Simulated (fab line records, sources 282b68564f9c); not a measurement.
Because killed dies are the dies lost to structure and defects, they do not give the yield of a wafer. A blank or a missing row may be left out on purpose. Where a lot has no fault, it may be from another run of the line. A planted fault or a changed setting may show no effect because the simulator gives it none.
fab line records	flow rit_cmos
[record] lots = 6	wafers = 18	last_day = 7
route steps=202 shown SPACER@127 NSD@131 PSD@142 SDANNEAL@153 PLDD@159 M1@202
lots that met no fault: taken from a fault-free run of the same line
start_h: the number of hours between the record's first day and the start of the first shown wafer of the lot	wait_h: hours from the lot's prior step to this one	" as in the row above	L1.1+2: a row that stands for several wafers	- no value, or no start given	* or withheld: withheld	< > ~ a bound
route shown NAME@n: names a module that has steps shown in the file, with the first one's number in the route	usual: mean/standard deviation of fault-free wafers	same: alike in all rows	chamber/n: place in a boat	sites: the reading at each site	_std_site: the standard deviation of these	_edge_site: inner sites' mean taken away from outer sites' mean	radius_mm: for every site, how far away it sits from the centre of the wafer	mask NAME#n: copy n	behind: the last tool/chamber to shape the wafer	hold: reason for holding the lot/hours on hold/outcome of the hold	device: the n, p or np transistor that did not switch	end of line: tests run on the same wafers once the route is complete	where a step has no rows: the recipe by itself	killed: not the wafer's yield, but the dies lost to structure and defects at the first sort	map: per-die view of a wafer (x killed, . not killed, _ where there is no die)
set.NAME: the setting as run; set.NAME@STEP: as run at that earlier step	model.NAME: the simulator's own value behind a step, which no gauge read
lots seen at some steps along the route; tables by step, rows by wafer
services: from which hour (start_h, from the record's first day; less than 0 if before it) a tool's chamber was out of use, for how many hours, and why
[[steps]]
[step RIT_SPACER_CLEAN_02]
[recipe] chemistry = SC2	mix = 3:3:50	time_s = 600	temp_c = 75	dry = n2_spin
[step RIT_SPACER_CVD_03]
[recipe] material = Si3N4	target_thk_nm = 250	temp_c = 810	precursor = SiH2Cl2/NH3	time_s = 3300	pressure_mtorr = 300	sih2cl2_flow_sccm = 61.17	nh3_flow_sccm = 150
[step RIT_SPACER_THK_MEAS_04]
[recipe] reads = Si3N4_of_SPACER_CVD_03
[usual] SPACER_NITRIDE_THK = 252.8/2.3
lot.wafer	tool	chamber	start_h	wait_h	SPACER_NITRIDE_THK[nm]
L911.3	film_metro-02	-	59.02	0.0	254.0
L911.5	"	-	"	"	256.0
L911.6	"	-	"	"	257.2
L915.2	film_metro-02	-	78.89	0.0	254.7
L915.4	"	-	"	"	254.1
L915.5	"	-	"	"	254.9
L918.2	film_metro-01	-	95.79	0.0	252.6
L918.5	"	-	"	"	249.7
L918.6	"	-	"	"	249.4
L921.1	film_metro-02	-	110.87	0.0	254.1
L921.2	"	-	"	"	254.2
L921.4	"	-	"	"	251.7
L928.1	film_metro-04	-	143.02	0.0	251.5
L928.2	"	-	"	"	252.0
L928.5	"	-	"	"	249.4
L929.2	film_metro-01	-	151.26	0.0	253.1
L929.3	"	-	"	"	253.7
L929.5	"	-	"	"	253.4
[step RIT_SPACER_ETCHBACK_05]
[recipe] target_depth_a = 2500	SF6_flow_sccm = 30	CHF3_flow_sccm = 30	target = Si3N4	chemistry = SF6/CHF3	pressure_mtorr = 40	rf_w = 250	time_s = 240	stop_on = SiO2
[usual] chamber_pressure_mTorr = 40.00/0.034	drypump_motor_current_A = 5.7/0.4	oes_product_au = 0.847/0.017	throttle_valve_pct = 10.20/0.12
lot.wafer	tool	chamber	start_h	wait_h	chamber_pressure_mTorr	drypump_motor_current_A	oes_product_au	rf_hours_counter_h	throttle_valve_pct
L911.3	rie_diel-02	0	59.06	0.0	40.01	5.8	0.833	135	10.35
L911.5	"	1	"	"	40.00	5.3	0.874	-	10.22
L911.6	"	0	"	"	40.06	5.8	0.837	-	10.36
L915.2	rie_diel-02	2	78.94	0.0	40.02	5.5	0.874	144	10.09
L915.4	"	0	"	"	39.99	5.8	0.838	135	10.37
L915.5	"	3	"	"	39.99	6.3	0.842	-	10.37
L918.2	rie_diel-02	1	95.84	0.0	40.03	5.3	0.875	14	10.22
L918.5	"	2	"	"	39.97	5.4	0.861	-	10.09
L918.6	"	1	"	"	40.04	5.3	0.856	-	10.20
L921.1	rie_diel-04	3	110.93	0.1	40.01	6.4	0.843	6	10.30
L921.2	"	1	"	"	39.97	5.7	0.846	79	10.00
L921.4	"	3	"	"	39.96	6.5	0.841	-	10.28
L928.1	rie_diel-03	3	143.08	0.1	39.97	6.0	0.854	4	10.05
L928.2	"	0	"	"	39.99	6.0	0.844	18	10.25
L928.5	"	1	"	"	40.03	5.2	0.828	-	10.08
L929.2	rie_diel-02	2	151.31	0.0	39.97	5.5	0.863	145	10.06
L929.3	"	3	"	"	39.94	6.4	0.830	146	10.38
L929.5	"	1	"	"	40.06	5.3	0.866	-	10.22
[step RIT_NSD_HMDS_00]
[recipe] prime_time_s = 60	prime_temp_c = 140
[step RIT_NSD_COAT_01]
[recipe] resist = NOVOLAK	spin_rpm = 3250	resist_thk_nm = 1000
[step RIT_NSD_SOFTBAKE_02]
[recipe] resist = NOVOLAK	temp_c = 90	time_s = 60
[step RIT_NSD_EXPOSE_03]
[recipe] mask_id = M9	na = 0.57	target_cd_nm = 40700	dose_mj = 250
[step RIT_NSD_PEB_04]
[recipe] resist = NOVOLAK	temp_c = withheld	time_s = withheld
[step RIT_NSD_DEVELOP_05]
[recipe] resist = NOVOLAK	develop_time_s = 50	dev_temp_c = 23
[step RIT_NSD_OVL_MEAS_06]
[usual] NSD_OVL = -0.2/1.3
lot.wafer	tool	chamber	start_h	wait_h	NSD_OVL[nm]
L911.3	overlay-01	-	60.20	-	0.2
L911.5	"	-	"	"	1.4
L911.6	"	-	"	"	1.2
L915.2	overlay-01	-	79.94	-	0.5
L915.4	"	-	"	"	1.0
L915.5	"	-	"	"	1.2
L918.2	overlay-02	-	96.84	-	0.9
L918.5	"	-	"	"	-0.1
L918.6	"	-	"	"	1.0
L921.1	overlay-01	-	112.05	-	-0.3
L921.2	"	-	"	"	-1.6
L921.4	"	-	"	"	-0.5
L928.1	overlay-02	-	144.21	-	1.3
L928.2	"	-	"	"	0.0
L928.5	"	-	"	"	-0.2
L929.2	overlay-01	-	152.32	-	-1.4
L929.3	"	-	"	"	-1.0
L929.5	"	-	"	"	-0.6
[step RIT_NSD_HARDBAKE_07]
[recipe] resist = NOVOLAK	temp_c = 138.8	time_s = 60
[step RIT_NSD_IMPLANT_08]
[recipe] species = P	energy_kev = 25	dose_cm2 = 1e+15	tilt_deg = 7
[usual] beam_on_s = 10.01/0.21	dose_ions_cm2 = 1.0001e+15/1.1e+12	end_station_pressure_torr = 7.5e-06/4e-07	faraday_current_uA = 3128/67
lot.wafer	tool	chamber	start_h	wait_h	beam_on_s	dose_ions_cm2	end_station_pressure_torr	faraday_current_uA
L911.3	implanter-03	0	60.43	0.1	10.01	1e+15	8.4e-06	3126
L911.5	"	0	"	"	10.14	1.0013e+15	7.4e-06	3084
L911.6	"	0	"	"	9.95	1.0014e+15	7.5e-06	3152
L915.2	implanter-02	0	80.15	0.1	10.20	9.993e+14	7.8e-06	3081
L915.4	"	0	"	"	10.32	1.0011e+15	7.5e-06	3026
L915.5	"	0	"	"	9.99	1.0011e+15	7.4e-06	3147
L918.2	implanter-02	0	97.05	0.1	10.38	1.8612e+15	9.9e-06	5579
L918.5	"	0	"	"	10.43	1.8617e+15	1.04e-05	5546
L918.6	"	0	"	"	9.71	1.8603e+15	9.9e-06	5961
L921.1	implanter-02	0	112.24	0.1	9.90	1.8601e+15	9.1e-06	5857
L921.2	"	0	"	"	9.96	1.8608e+15	1.03e-05	5802
L921.4	"	0	"	"	10.24	1.8617e+15	1.1e-05	5625
L928.1	implanter-01	0	144.40	0.1	10.28	9.987e+14	7.6e-06	3064
L928.2	"	0	"	"	10.04	1.0013e+15	7.2e-06	3124
L928.5	"	0	"	"	9.97	1.0013e+15	6.7e-06	3145
L929.2	implanter-01	0	152.52	0.1	10.02	9.986e+14	7.4e-06	3109
L929.3	"	0	"	"	10.05	1e+15	7.3e-06	3114
L929.5	"	0	"	"	10.18	1.0011e+15	7.3e-06	3069
[step RIT_NSD_STRIP_09]
[recipe] chemistry = O2	time_s = 180	resist = NOVOLAK	platen_temp_c = withheld	power_w = 500	pressure_mtorr = 4000	o2_flow_sccm = 4000
[usual] chamber_pressure_mTorr = 4000/3.5	drypump_motor_current_A = 5.6/0.35	o2_flow_sccm = 4001/10
lot.wafer	tool	chamber	start_h	wait_h	chamber_pressure_mTorr	drypump_motor_current_A	o2_flow_sccm	rf_hours_counter_h
L911.3	plasma_asher-04	1	60.58	0.1	3994	5.7	4002	-
L911.5	"	0	"	"	3999	5.3	3996	-
L911.6	"	1	"	"	4000	5.7	3997	-
L915.2	plasma_asher-03	0	80.27	0.1	4000	5.6	4009	44
L915.4	"	0	"	"	3997	5.5	4002	-
L915.5	"	1	"	"	4000	5.3	4009	-
L918.2	plasma_asher-02	1	97.17	0.1	4006	5.5	4005	44
L918.5	"	1	"	"	3999	5.5	4006	-
L918.6	"	0	"	"	4002	6.4	4009	-
L921.1	plasma_asher-03	1	112.39	0.1	4002	5.3	4007	48
L921.2	"	0	"	"	4004	5.5	3996	48
L921.4	"	1	"	"	4002	5.3	4008	-
L928.1	plasma_asher-02	1	144.55	0.1	4000	5.4	4003	50
L928.2	"	0	"	"	3996	6.4	3995	50
L928.5	"	0	"	"	3996	6.4	3996	-
L929.2	plasma_asher-03	0	152.65	0.1	3997	5.5	3999	52
L929.3	"	1	"	"	4002	5.3	4000	-
L929.5	"	0	"	"	3998	5.5	4001	-
[step RIT_NSD_TW_MEAS_10]
[usual] NSD_TW = 3143/36
lot.wafer	tool	chamber	start_h	wait_h	NSD_TW
L911.3	film_metro-04	-	60.72	0.1	3074
L911.5	"	-	"	"	3054
L911.6	"	-	"	"	3070
L915.2	film_metro-03	-	80.46	0.1	3145
L915.4	"	-	"	"	3148
L915.5	"	-	"	"	3165
L918.2	film_metro-01	-	97.36	0.1	3544
L918.5	"	-	"	"	3522
L918.6	"	-	"	"	3530
L921.1	film_metro-01	-	112.56	0.1	3537
L921.2	"	-	"	"	3528
L921.4	"	-	"	"	3540
L928.1	film_metro-03	-	144.72	0.1	3151
L928.2	"	-	"	"	3167
L928.5	"	-	"	"	3148
L929.2	film_metro-01	-	152.83	0.1	3175
L929.3	"	-	"	"	3181
L929.5	"	-	"	"	3161
[step RIT_PSD_HMDS_00]
[recipe] prime_time_s = 60	prime_temp_c = 140
[step RIT_PSD_COAT_01]
[recipe] resist = NOVOLAK	spin_rpm = 3250	resist_thk_nm = 1000
[step RIT_PSD_SOFTBAKE_02]
[recipe] resist = NOVOLAK	temp_c = 89.18	time_s = 60
[step RIT_PSD_EXPOSE_03]
[recipe] mask_id = M10	na = 0.57	target_cd_nm = 40900	dose_mj = 250
[step RIT_PSD_PEB_04]
[recipe] resist = NOVOLAK	temp_c = withheld	time_s = withheld
[step RIT_PSD_DEVELOP_05]
[recipe] resist = NOVOLAK	develop_time_s = 50	dev_temp_c = 23
[step RIT_PSD_OVL_MEAS_06]
[usual] PSD_OVL = 0.1/1.2
lot.wafer	tool	chamber	start_h	wait_h	PSD_OVL[nm]
L911.3	overlay-01	-	61.78	-	0.8
L911.5	"	-	"	"	3.1
L911.6	"	-	"	"	1.2
L915.2	overlay-02	-	81.68	-	3.9
L915.4	"	-	"	"	0.6
L915.5	"	-	"	"	1.9
L918.2	overlay-01	-	98.46	-	-1.2
L918.5	"	-	"	"	-2.1
L918.6	"	-	"	"	0.1
L921.1	overlay-01	-	113.65	-	0.1
L921.2	"	-	"	"	0.4
L921.4	"	-	"	"	-0.3
L928.1	overlay-01	-	145.76	-	0.1
L928.2	"	-	"	"	-0.3
L928.5	"	-	"	"	0.0
L929.2	overlay-02	-	153.74	-	-0.6
L929.3	"	-	"	"	0.6
L929.5	"	-	"	"	-1.3
[step RIT_PSD_HARDBAKE_07]
[recipe] resist = NOVOLAK	temp_c = 140	time_s = 60
[step RIT_PSD_IMPLANT_08]
[recipe] species = BF2	energy_kev = 27	dose_cm2 = 5e+15	tilt_deg = 7
[step RIT_PSD_STRIP_09]
[recipe] chemistry = O2	time_s = 180	resist = NOVOLAK	platen_temp_c = withheld	power_w = 500	pressure_mtorr = 4000	o2_flow_sccm = 4000
[usual] chamber_pressure_mTorr = 4001/4.1	drypump_motor_current_A = 5.6/0.31	o2_flow_sccm = 4002/13
lot.wafer	tool	chamber	start_h	wait_h	chamber_pressure_mTorr	drypump_motor_current_A	o2_flow_sccm	rf_hours_counter_h
L911.3	plasma_asher-01	1	62.16	0.1	4007	5.5	4004	-
L911.5	"	0	"	"	4000	5.4	4008	-
L911.6	"	1	"	"	4001	5.5	4019	-
L915.2	plasma_asher-04	1	82.01	0.1	4005	5.8	4004	29
L915.4	"	0	"	"	3994	5.3	3977	-
L915.5	"	0	"	"	4004	5.3	3997	-
L918.2	plasma_asher-01	0	98.79	0.1	4002	5.4	3987	46
L918.5	"	0	"	"	3999	5.4	3998	-
L918.6	"	1	"	"	3999	5.5	3999	-
L921.1	plasma_asher-04	1	113.98	0.1	4000	5.7	4004	32
L921.2	"	0	"	"	3995	5.3	3996	32
L921.4	"	1	"	"	4007	5.7	4000	-
L928.1	plasma_asher-04	1	146.09	0.1	3999	5.8	4008	36
L928.2	"	0	"	"	3998	5.2	3999	36
L928.5	"	0	"	"	4005	5.3	4015	-
L929.2	plasma_asher-04	0	154.07	0.1	4006	5.3	4014	37
L929.3	"	1	"	"	4000	5.7	4002	-
L929.5	"	1	"	"	4000	5.7	4018	-
[step RIT_PSD_TW_MEAS_10]
[usual] PSD_TW = 3433/56
lot.wafer	tool	chamber	start_h	wait_h	PSD_TW
L911.3	film_metro-03	-	62.30	0.1	3448
L911.5	"	-	"	"	3474
L911.6	"	-	"	"	3446
L915.2	film_metro-04	-	82.20	0.1	3378
L915.4	"	-	"	"	3347
L915.5	"	-	"	"	3352
L918.2	film_metro-04	-	98.97	0.1	3349
L918.5	"	-	"	"	3351
L918.6	"	-	"	"	3351
L921.1	film_metro-04	-	114.16	0.1	3350
L921.2	"	-	"	"	3359
L921.4	"	-	"	"	3358
L928.1	film_metro-01	-	146.27	0.1	3504
L928.2	"	-	"	"	3501
L928.5	"	-	"	"	3489
L929.2	film_metro-01	-	154.25	0.1	3481
L929.3	"	-	"	"	3484
L929.5	"	-	"	"	3466
[step RIT_SDANNEAL_CLEAN_00]
[recipe] chemistry = SC1	mix = 3:3:50	time_s = 600	temp_c = 75
[step RIT_SDANNEAL_CLEAN_01]
[recipe] chemistry = dHF	dilution = 50:1	time_s = 30
[step RIT_SDANNEAL_CLEAN_02]
[recipe] chemistry = SC2	mix = 3:3:50	time_s = 600	temp_c = 75	dry = n2_spin
[step RIT_SDANNEAL_RTA_03]
[recipe] temp_c = 1050	time_s = 5	idle_temp_c = 600	ramp_up_c_per_s = 342	ramp_down_c_per_s = 171	cool_to_c = 600	ambient = N2
[usual] wafer_temp_C_max = 1053.5/1.1
lot.wafer	tool	chamber	start_h	wait_h	wafer_temp_C_max
L911.3	rtp_anneal-01	0	62.74	0.0	1054.4
L911.5	"	0	"	"	1053.6
L911.6	"	0	"	"	1055.6
L915.2	rtp_anneal-01	0	82.62	0.0	1053.2
L915.4	"	0	"	"	1055.0
L915.5	"	0	"	"	1054.0
L918.2	rtp_anneal-02	0	99.40	0.0	1052.7
L918.5	"	0	"	"	1055.0
L918.6	"	0	"	"	1054.6
L921.1	rtp_anneal-01	0	114.79	0.0	1054.2
L921.2	"	0	"	"	1052.2
L921.4	"	0	"	"	1052.2
L928.1	rtp_anneal-02	0	146.71	0.0	1054.4
L928.2	"	0	"	"	1053.6
L928.5	"	0	"	"	1052.7
L929.2	rtp_anneal-01	0	154.68	0.0	1054.6
L929.3	"	0	"	"	1052.4
L929.5	"	0	"	"	1055.0
[step RIT_SDANNEAL_RS_MEAS_04]
[recipe] thk_meas_gauge = four-point-probe
[usual] PSD_RS = 115.9/0.33
lot.wafer	tool	chamber	start_h	wait_h	PSD_RS[ohm/sq]
L911.3	film_metro-03	-	62.86	0.1	115.4
L911.5	"	-	"	"	115.3
L911.6	"	-	"	"	115.5
L915.2	film_metro-04	-	82.69	0.1	115.9
L915.4	"	-	"	"	115.7
L915.5	"	-	"	"	115.6
L918.2	film_metro-03	-	99.47	0.1	116.2
L918.5	"	-	"	"	116.2
L918.6	"	-	"	"	116.1
L921.1	film_metro-04	-	114.85	0.0	116.4
L921.2	"	-	"	"	116.3
L921.4	"	-	"	"	116.1
L928.1	film_metro-04	-	146.77	0.0	116.3
L928.2	"	-	"	"	116.0
L928.5	"	-	"	"	116.3
L929.2	film_metro-04	-	154.75	0.1	116.1
L929.3	"	-	"	"	116.0
L929.5	"	-	"	"	115.7
[step RIT_SDANNEAL_RS_MEAS_05]
[recipe] thk_meas_gauge = four-point-probe
[usual] NSD_RS = 84.5/0.33
lot.wafer	tool	chamber	start_h	wait_h	NSD_RS[ohm/sq]
L911.3	film_metro-03	-	62.98	0.1	84.0
L911.5	"	-	"	"	84.1
L911.6	"	-	"	"	84.0
L915.2	film_metro-04	-	82.81	0.1	84.9
L915.4	"	-	"	"	84.2
L915.5	"	-	"	"	84.5
L918.2	film_metro-03	-	99.59	0.1	54.2
L918.5	"	-	"	"	54.2
L918.6	"	-	"	"	54.3
L921.1	film_metro-04	-	114.97	0.1	54.2
L921.2	"	-	"	"	54.4
L921.4	"	-	"	"	54.3
L928.1	film_metro-04	-	146.89	0.1	84.7
L928.2	"	-	"	"	84.9
L928.5	"	-	"	"	84.7
L929.2	film_metro-04	-	154.87	0.1	84.7
L929.3	"	-	"	"	84.4
L929.5	"	-	"	"	84.5
[step RIT_SDANNEAL_RS_MEAS_06]
[recipe] thk_meas_gauge = four-point-probe
[usual] PLDD_RS = 178.6/0.5
lot.wafer	tool	chamber	start_h	wait_h	PLDD_RS[ohm/sq]
L911.3	film_metro-03	-	63.10	0.1	177.7
L911.5	"	-	"	"	177.1
L911.6	"	-	"	"	177.7
L915.2	film_metro-04	-	82.93	0.1	178.5
L915.4	"	-	"	"	178.3
L915.5	"	-	"	"	178.9
L918.2	film_metro-03	-	99.71	0.1	178.1
L918.5	"	-	"	"	178.6
L918.6	"	-	"	"	178.1
L921.1	film_metro-04	-	115.09	0.1	178.6
L921.2	"	-	"	"	178.6
L921.4	"	-	"	"	178.6
L928.1	film_metro-04	-	147.01	0.1	178.7
L928.2	"	-	"	"	178.4
L928.5	"	-	"	"	178.2
L929.2	film_metro-04	-	154.99	0.1	178.9
L929.3	"	-	"	"	178.6
L929.5	"	-	"	"	178.4
[step RIT_M1_PROBE_99]
[usual] killed_at_contacts = 0.1/0.34	killed_at_front_end = 6.6/2.7	killed_dies = 6.7/2.7	killed_open = 3.5/1.9	killed_short = 3.1/1.8
[same] gross_dies = 264	killed_at_M0_to_M3 = 0	killed_at_M4_up = 0	killed_at_back_side = 0	killed_at_other = 0
lot.wafer	tool	chamber	start_h	wait_h	killed_at_contacts	killed_at_front_end	killed_dies	killed_open	killed_short	model.etest.nmos_0p3.r_on_ohm_um	model.etest.nmos_0p15.r_on_ohm_um	model.etest.nmos_0p15.drive_ua_um	model.etest.nmos_narrow.drive_ua_um	model.etest.nmos_0p3.drive_ua_um	model.etest.contact_nplus.end_ohm_um	model.etest.npoly_line.line_ohm_um	model.etest.npoly_line.rs_ohm_sq
L911.3	prober-01	-	70.62	0.2	1	4	5	3	2	2195	1184	463.2	219.7	225	43.26	166.1	16.54
L911.5	prober-01	-	70.72	0.2	0	1	1	0	1	2210	1176	460.4	222.8	225	43.04	171.8	16.72
L911.6	prober-01	-	70.77	0.2	0	11	11	6	5	2150	1147	478.8	230.3	231.8	44	171.7	16.73
L915.2	prober-01	-	90.29	0.1	0	4	4	2	2	2158	1131	491.2	223.4	229.4	43.9	173	16.43
L915.4	prober-01	-	90.39	0.2	0	7	7	4	3	2169	1142	470.3	217.5	226.8	41.82	162.8	16.49
L915.5	prober-01	-	90.44	0.2	0	1	1	1	0	2178	1134	473.3	216.7	226	42.32	167	16.39
L918.2	prober-02	-	107.01	0.1	0	9	9	4	5	2025	1046	508.7	240.9	245.5	19.59	170.8	16.32
L918.5	prober-02	-	107.16	0.2	0	8	8	4	4	2017	1082	505.7	246.3	247.2	19.66	165.2	16.38
L918.6	prober-02	-	107.21	0.2	0	7	7	5	2	2016	1056	508.6	244.8	246.1	19.32	171.9	16.25
L921.1	prober-01	-	122.63	0.1	0	5	5	3	2	1992	1034	493.4	238.1	245.4	20.67	155.2	15.7
L921.2	prober-01	-	122.68	0.1	0	6	6	3	3	1970	1016	507.1	247.1	251.8	19.46	159.4	15.97
L921.4	prober-01	-	122.78	0.2	0	5	5	3	2	1978	1025	496.3	233.8	246.6	20	157.1	16.01
L928.1	prober-02	-	154.02	0.1	0	9	9	6	3	2240	1168	450.1	210.8	216	42.84	174.4	16.74
L928.2	prober-02	-	154.07	0.1	0	5	5	4	1	2261	1203	440.7	207.3	216	42.38	169.7	16.58
L928.5	prober-02	-	154.22	0.2	1	4	5	2	3	2241	1193	446.3	211.2	215.5	42.48	168.6	16.71
L929.2	prober-01	-	162.04	0.1	0	9	9	4	5	2207	1198	462.8	222.1	225.1	44.8	170.9	16.58
L929.3	prober-01	-	162.09	0.2	0	7	7	4	3	2194	1161	472	223.4	226.2	45.52	174.2	16.42
L929.5	prober-01	-	162.19	0.2	0	4	4	3	1	2200	1190	467.6	225.9	227.6	42.89	167.3	16.57
// killed by level:class
L911.3 REOX:geometric_particle:open=2 GATE:geometric_particle:open=1 SILICIDE:geometric_particle:short=1 CONTACT:geometric_particle:short=1
L911.5 GATE:geometric_particle:short=1
L911.6 SPACER:geometric_particle:open=3 SILICIDE:geometric_particle:short=2 FOX1:geometric_particle:short=1 GATE:geometric_particle:short=1 GATE:geometric_particle:open=1 REOX:geometric_particle:short=1 REOX:geometric_particle:open=1 SILICIDE:geometric_particle:open=1
L915.2 GATE:geometric_particle:short=2 FOX2:geometric_particle:open=1 REOX:geometric_particle:open=1
L915.4 GATE:geometric_particle:short=3 GATE:geometric_particle:open=3 SILICIDE:geometric_particle:open=1
L915.5 SILICIDE:geometric_particle:open=1
L918.2 FOX2:geometric_particle:short=2 GATE:geometric_particle:open=2 REOX:geometric_particle:short=2 SPACER:geometric_particle:open=2 SPACER:geometric_particle:short=1
L918.5 GATE:geometric_particle:short=2 FOX1:geometric_particle:short=1 FOX1:geometric_particle:open=1 GATE:geometric_particle:open=1 SPACER:geometric_particle:short=1 SPACER:geometric_particle:open=1 SILICIDE:geometric_particle:open=1
L918.6 FOX1:geometric_particle:open=2 FOX2:geometric_particle:open=1 GATE:geometric_particle:short=1 REOX:geometric_particle:open=1 REOX:geometric_particle:short=1 SPACER:geometric_particle:open=1
L921.1 ACTIVE:geometric_particle:open=1 FOX1:geometric_particle:short=1 FOX2:geometric_particle:open=1 GATE:geometric_particle:open=1 SPACER:geometric_particle:short=1
L921.2 SPACER:geometric_particle:short=2 GATE:geometric_particle:open=1 REOX:geometric_particle:short=1 SPACER:geometric_particle:open=1 SILICIDE:geometric_particle:open=1
L921.4 GATE:geometric_particle:open=2 FOX1:geometric_particle:short=1 GATE:geometric_particle:short=1 REOX:geometric_particle:open=1
L928.1 GATE:geometric_particle:open=3 FOX1:geometric_particle:short=1 FOX1:geometric_particle:open=1 FOX2:geometric_particle:open=1 GATE:geometric_particle:short=1 REOX:geometric_particle:open=1 SILICIDE:geometric_particle:short=1
L928.2 REOX:geometric_particle:open=2 FOX1:geometric_particle:short=1 GATE:geometric_particle:open=1 SPACER:geometric_particle:open=1
L928.5 GATE:geometric_particle:open=1 SPACER:geometric_particle:short=1 SILICIDE:geometric_particle:open=1 SILICIDE:geometric_particle:short=1 CONTACT:geometric_particle:short=1
L929.2 GATE:geometric_particle:short=2 GATE:geometric_particle:open=2 SPACER:geometric_particle:short=2 FOX1:geometric_particle:open=1 REOX:geometric_particle:open=1 SILICIDE:geometric_particle:short=1
L929.3 SILICIDE:geometric_particle:short=2 FOX1:geometric_particle:open=1 GATE:geometric_particle:open=1 GATE:geometric_particle:short=1 REOX:geometric_particle:open=1 SILICIDE:geometric_particle:open=1
L929.5 GATE:geometric_particle:open=3 REOX:geometric_particle:short=1
[[services]]
tool	chamber	start_h	hours	kind
rie_diel-02	1	35.49	3.8	repair
rtp_anneal-01	-	36.98	7.1	pm
rtp_anneal-02	-	45.27	5.8	pm
implanter-01	-	50.78	1.3	repair
rie_diel-02	2	63.37	2.7	repair
implanter-03	-	67.72	1.5	repair
rie_diel-03	0	71.75	2.1	repair
rie_diel-03	-	82.90	2.8	pm
rie_diel-04	2	85.69	40.9	repair
implanter-03	-	88.98	2.4	repair
rie_diel-04	1	93.01	11.3	repair
rie_diel-03	1	103.93	-	clean
rie_diel-03	1	103.93	17.7	scheduled_down
rie_diel-03	1	103.93	17.7	vent_cycle
plasma_asher-01	-	105.73	1.2	repair
plasma_asher-01	-	108.75	9.0	pm
plasma_asher-01	0	108.75	9.0	vent_cycle
plasma_asher-01	1	108.75	9.0	vent_cycle
plasma_asher-01	0	117.75	-	clean
plasma_asher-01	1	117.75	-	clean
rie_diel-04	2	138.04	3.8	repair
rie_diel-03	1	138.49	2.7	repair
implanter-03	-	147.25	5.5	pm
[[key]]
[first_sign] step = RIT_NSD_IMPLANT_08	reading = dose_ions_cm2	direction = up	sigmas = 99+	usual = 1.0001e+15	struck = 1.861e+15
[effect] step = RIT_NSD_IMPLANT_08	reading = faraday_current_uA	direction = up	sigmas = 39	usual = 3128	struck = 5728
[effect] step = RIT_NSD_TW_MEAS_10	reading = NSD_TW	direction = up	sigmas = 11	usual = 3143	struck = 3533
[effect] step = RIT_SDANNEAL_RS_MEAS_05	reading = NSD_RS	direction = down	sigmas = 90	usual = 84.5	struck = 54.3
[model_effect] step = RIT_M1_PROBE_99	value = etest.nmos_0p3.r_on_ohm_um	without = 2203	struck = 2000
met_at RIT_NSD_IMPLANT_08
struck_wafers L918.2,L918.5,L918.6,L921.1,L921.2,L921.4
tester_left_out L918,L921
onset_between 80.15 97.05
[fault] kind = process_parameter_drift	tool = implanter-02	chamber = -	onset_h = 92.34	steps = RIT_NSD_IMPLANT_08	channel = dose_cm2	offset = 8.6044e+14	shape = step	end_h = 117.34	acts_in = these_recipes_only	stated = 1e+15
// tester_left_out: of these lots the tester's yield and bins aren't shown, on N5 and GAA mostly nor the transistor test; their killed dies are dies lost to structure and defects alone, not to doping, threshold or leakage, so they don't give the yield
